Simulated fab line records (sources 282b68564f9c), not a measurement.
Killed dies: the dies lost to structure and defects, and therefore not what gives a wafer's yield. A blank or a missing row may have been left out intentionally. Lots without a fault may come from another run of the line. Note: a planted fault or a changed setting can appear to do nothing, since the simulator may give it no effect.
Split-lot study | flow rit_cmos | 5 lots, 23 wafers read, on a route of 202 steps

THE SPLIT
At RIT_PWELL_IMPLANT_08, the setting energy_kev was moved away from the recipe's 170 on 9 of the 23 wafers read, by -3.4% to +4.2%. For the rest of the wafers, this setting stayed at what the recipe calls for.

The reading comes from the split's own step.

THE READING
In nm, at RIT_PWELL_IMPLANT_08: implant.drp_nm, which is the simulator's own figure and was read by no gauge. No usual value for it is given in the file.

wafer  | tool, chamber at the split | energy_kev as run | against the recipe | implant.drp_nm, nm | against lot-mates on the recipe
L077.2 | implanter-01, 0            | 170               | recipe             | 102.9              | -
L077.3 | implanter-01, 0            | 170               | recipe             | 102.9              | -
L077.5 | implanter-01, 0            | 170               | recipe             | 102.9              | -
L078.1 | implanter-01, 0            | 170               | recipe             | 102.9              | -
L078.3 | implanter-01, 0            | 170               | recipe             | 102.9              | -
L078.4 | implanter-01, 0            | 176.1             | +3.6%              | 103.9              | +1.0
L078.5 | implanter-01, 0            | 176.1             | +3.6%              | 103.9              | +1.0
L078.6 | implanter-01, 0            | 176.1             | +3.6%              | 103.9              | +1.0
L082.1 | implanter-02, 0            | 165.5             | -2.6%              | 101.9              | -1.0
L082.3 | implanter-02, 0            | 165.5             | -2.6%              | 101.9              | -1.0
L082.2 | implanter-02, 0            | 170               | recipe             | 102.9              | -
L082.4 | implanter-02, 0            | 170               | recipe             | 102.9              | -
L082.6 | implanter-02, 0            | 170               | recipe             | 102.9              | -
L083.2 | implanter-01, 0            | 170               | recipe             | 102.9              | -
L083.5 | implanter-01, 0            | 170               | recipe             | 102.9              | -
L083.6 | implanter-01, 0            | 170               | recipe             | 102.9              | -
L083.3 | implanter-01, 0            | 164.3             | -3.4%              | 101.7              | -1.2
L083.4 | implanter-01, 0            | 164.3             | -3.4%              | 101.7              | -1.2
L085.1 | implanter-03, 0            | 170               | recipe             | 102.9              | -
L085.2 | implanter-03, 0            | 170               | recipe             | 102.9              | -
L085.6 | implanter-03, 0            | 170               | recipe             | 102.9              | -
L085.4 | implanter-03, 0            | 177.2             | +4.2%              | 104                | +1.1
L085.5 | implanter-03, 0            | 177.2             | +4.2%              | 104                | +1.1

THE FIT
A straight line over all 23 wafers: implant.drp_nm changes by +0.305 nm for each +1% of energy_kev; r = +0.99; the points scatter about the line by 0.085 nm.
The same after taking each lot's own level away (the mean of its wafers on the recipe; 23 wafers): +0.305 nm for each +1%; r = +0.99; scatter 0.085 nm.
Per that fit: largest energy_kev move, reading shift of 1.3 nm.
The lots' own levels span 102.90 to 102.90 nm.
So the lot-to-lot level changes the slope little: the two slopes agree.
Check: for one of the wafers moved furthest among these (+4.2%), held out of the fit, the line's prediction against its lot-mates is +1.26 nm. It came out at +1.1 nm against them.

OTHER SPLITS ON THESE WAFERS
These wafers also went through other splits before the reading. Each is held against what the fit with the lots' levels taken away leaves over:
other split on the same wafers | wafers away from the commonest value | r with implant.drp_nm (lot level and that fit taken away)
RIT_ACTIVE_SOFTBAKE_07 time_s  | 5                                    | +0.06
RIT_NWELL_COAT_01 spin_rpm     | 5                                    | -0.34
RIT_NWELL_IMPLANT_08 dose_cm2  | 9                                    | -0.27

THE WHOLE CHAIN: every reading that the file lists as answering this split, in the file's order
step                 | what it does | reading                                                         | change (the file's fit)               | r (the file's)
RIT_PWELL_IMPLANT_08 |              | implant.rp_nm (the simulator's own value, which no gauge read)  | +3.66 nm for each +1% of the setting  | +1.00
RIT_PWELL_IMPLANT_08 |              | implant.drp_nm (the simulator's own value, which no gauge read) | +0.303 nm for each +1% of the setting | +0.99

FILE'S OWN FIT
implant.drp_nm changes by +0.303 nm for each +1% of energy_kev, r = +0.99.
